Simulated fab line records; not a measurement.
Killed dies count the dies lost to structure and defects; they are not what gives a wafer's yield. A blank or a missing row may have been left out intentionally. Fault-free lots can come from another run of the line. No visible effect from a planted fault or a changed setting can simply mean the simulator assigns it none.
Which of the tools did it? -- flow berkeley cmos170 -- Sampling: 14 lots, 42 wafers, 4 of 331 route steps

WHAT THE GAUGES READ, wafer by wafer
UCB170_PVT_TW_MEAS_09.
lot,measured,on,PVT_TW
L663,day 5 09:52,film metro-01,507.3 508.3 508.3
L665,day 5 22:50,film metro-01,506.2 506.4 506.9
L666,day 6 07:25,film metro-04,506.4 503.7 506.9
L669,day 7 04:35,film metro-01,506.1 506.4 505.7
L670,day 7 15:38,film metro-04,505.7 510.4 510.8
L672,day 7 17:54,film metro-03,505.3 507.2 504.9
L674,day 8 01:52,film metro-04,509.9 510.7 510.6
L676,day 8 08:04,film metro-03,507.0 506.4 507.5
L677,day 8 23:23,film metro-04,510.0 509.8 509.6
L678,day 8 23:50,film metro-01,478.7 481.4 481.0
L680,day 9 09:33,film metro-04,481.0 484.4 483.4
L681,day 9 10:13,film metro-01,506.5 505.2 505.6
L682,day 9 10:19,film metro-03,508.8 508.7 508.4
L686,day 10 20:32,film metro-03,504.9 507.8 506.6

UCB170_M2_CD_MEAS_90: the cd target is 700 nm.
lot,measured,on,cd nm (nm)
L663,day 7 10:01,cd sem-02,693 704 703
L665,day 8 00:40,cd sem-02,705 703 706
L666,day 8 10:59,cd sem-02,700 702 703
L669,day 9 03:58,cd sem-01,699 696 705
L670,day 9 18:49,cd sem-01,705 704 704
L672,day 9 18:00,cd sem-02,701 706 706
L674,day 10 00:24,cd sem-02,702 703 702
L676,day 10 06:59,cd sem-02,700 694 702
L677,day 10 23:31,cd sem-01,703 701 700
L678,day 11 03:10,cd sem-02,702 709 708
L680,day 11 09:12,cd sem-01,704 695 705
L681,day 11 09:58,cd sem-01,701 704 702
L682,day 11 03:47,cd sem-01,703 701 703
L686,day 12 17:11,cd sem-01,706 701 707

UCB170_V2_CD_MEAS_12: the cd target is 700 nm.
lot,measured,on,cd nm (nm)
L663,day 7 12:59,cd sem-01,699.5 698.8 699.0
L665,day 8 02:37,cd sem-02,701.5 701.6 701.8
L666,day 8 12:49,cd sem-01,701.2 700.9 700.7
L669,day 9 05:57,cd sem-02,699.3 699.8 698.6
L670,day 9 21:37,cd sem-01,697.9 697.5 697.7
L672,day 9 19:55,cd sem-02,698.9 700.6 699.5
L674,day 10 04:57,cd sem-02,697.9 698.1 697.9
L676,day 10 09:01,cd sem-02,700.7 700.3 700.0
L677,day 11 01:43,cd sem-01,699.8 702.6 700.7
L678,day 11 06:29,cd sem-02,701.1 700.5 699.6
L680,day 11 12:07,cd sem-01,698.9 699.4 699.0
L681,day 11 12:45,cd sem-01,698.4 698.0 698.0
L682,day 11 06:47,cd sem-01,699.3 698.7 700.1
L686,day 12 20:36,cd sem-01,699.4 698.6 699.4

WHICH TOOL RAN EACH LOT (tool, then ch and the chambers of the sampled wafers, then the start)
lot,UCB170_PVT_IMPLANT_07
L663,"implanter-03 ch 0, day 5 09:37"
L665,"implanter-01 ch 0, day 5 22:37"
L666,"implanter-03 ch 0, day 6 07:11"
L669,"implanter-01 ch 0, day 7 04:20"
L670,"implanter-01 ch 0, day 7 15:23"
L672,"implanter-03 ch 0, day 7 17:41"
L674,"implanter-03 ch 0, day 8 01:37"
L676,"implanter-01 ch 0, day 8 07:49"
L677,"implanter-01 ch 0, day 8 23:08"
L678,"implanter-03 ch 0, day 8 23:35"
L680,"implanter-03 ch 0, day 9 09:18"
L681,"implanter-04 ch 0, day 9 09:59"
L682,"implanter-01 ch 0, day 9 10:03"
L686,"implanter-04 ch 0, day 10 20:17"
- UCB170_PVT_IMPLANT_07

AS READ BY THE TOOLS THEMSELVES (means over the sampled wafers that have a number; for cases with no such wafer, the mark the record gives instead)
UCB170_PVT_IMPLANT_07.
lot,tool,beam energy keV,dose ions cm2,end station pressure torr (Torr),tilt deg (degrees)
L663,implanter-03,30.014,1.9978e+12,5e-06,6.999
L665,implanter-01,30.012,1.9988e+12,5e-06,7.001
L666,implanter-03,29.999,2.0004e+12,5e-06,6.992
L669,implanter-01,29.999,2.0009e+12,5e-06,7.013
L670,implanter-01,29.997,2.0002e+12,5e-06,6.987
L672,implanter-03,30.000,1.9980e+12,5e-06,7.022
L674,implanter-03,29.994,2.0001e+12,5e-06,6.994
L676,implanter-01,30.001,2.0008e+12,5e-06,7.031
L677,implanter-01,30.004,2.0008e+12,5e-06,7.014
L678,implanter-03,24.594,1.9988e+12,5e-06,7.013
L680,implanter-03,24.602,1.9992e+12,5e-06,6.988
L681,implanter-04,29.996,2.0007e+12,5e-06,6.991
L682,implanter-01,30.007,1.9987e+12,5e-06,6.997
L686,implanter-04,29.997,1.9998e+12,5e-06,7.029

THE ANSWER, worked out from the rows above alone
Rule: usual is defined by the lots themselves. Put in order of their means at a reading, lots are off if they are a third of the lots or fewer, leave a main group of 4 or more, and stand apart from it by a gap of 3 or more times the standard deviation of the main group's means; of several such gaps the widest counts. If all means in a main group match to the digits the tables above print for the reading, that group is not used. Also off: a lot with no number at a reading for which 4 or more lots have one. Any other lot the step has rows for is counted as sound. Order of review: gauges by route order, followed by the tools' own readings, for which a lot's mean as printed above is used. At the first step where some lot is off, the reading lying furthest off is the one used; lots without a number count as furthest.
Off: L678, L680, seen at UCB170_PVT_TW_MEAS_09 (PVT_TW). The main group: mean 507.4, standard deviation 1.6.
A tool fits if, at a process step before that reading, it ran every lot that is off, and no sound lot after the first of them. Not tried: the gauges at UCB170_PVT_TW_MEAS_09; whatever is off there is also off at UCB170_PVT_IMPLANT_07, on other tools, and gauge error can't account for it. One fits: UCB170_PVT_IMPLANT_07 on implanter-03. Its last sound lot is L674 (day 8 01:37), its first lot that is off L678 (day 8 23:35): a fault that began between those two fits.
The tool's own readings at UCB170_PVT_IMPLANT_07 bear it out: on the lots that are off they differ by more than 5 times the standard deviation of the sound lots' means. beam energy keV reads 24.598 there against 30.002 on the sound lots.

WHAT THE SIMULATOR HAD PUT IN
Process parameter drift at UCB170_PVT_IMPLANT_07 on implanter-03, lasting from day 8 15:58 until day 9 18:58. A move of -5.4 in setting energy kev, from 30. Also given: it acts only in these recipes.
Struck lots among those shown: L678, L680. Same finding as the rule above.
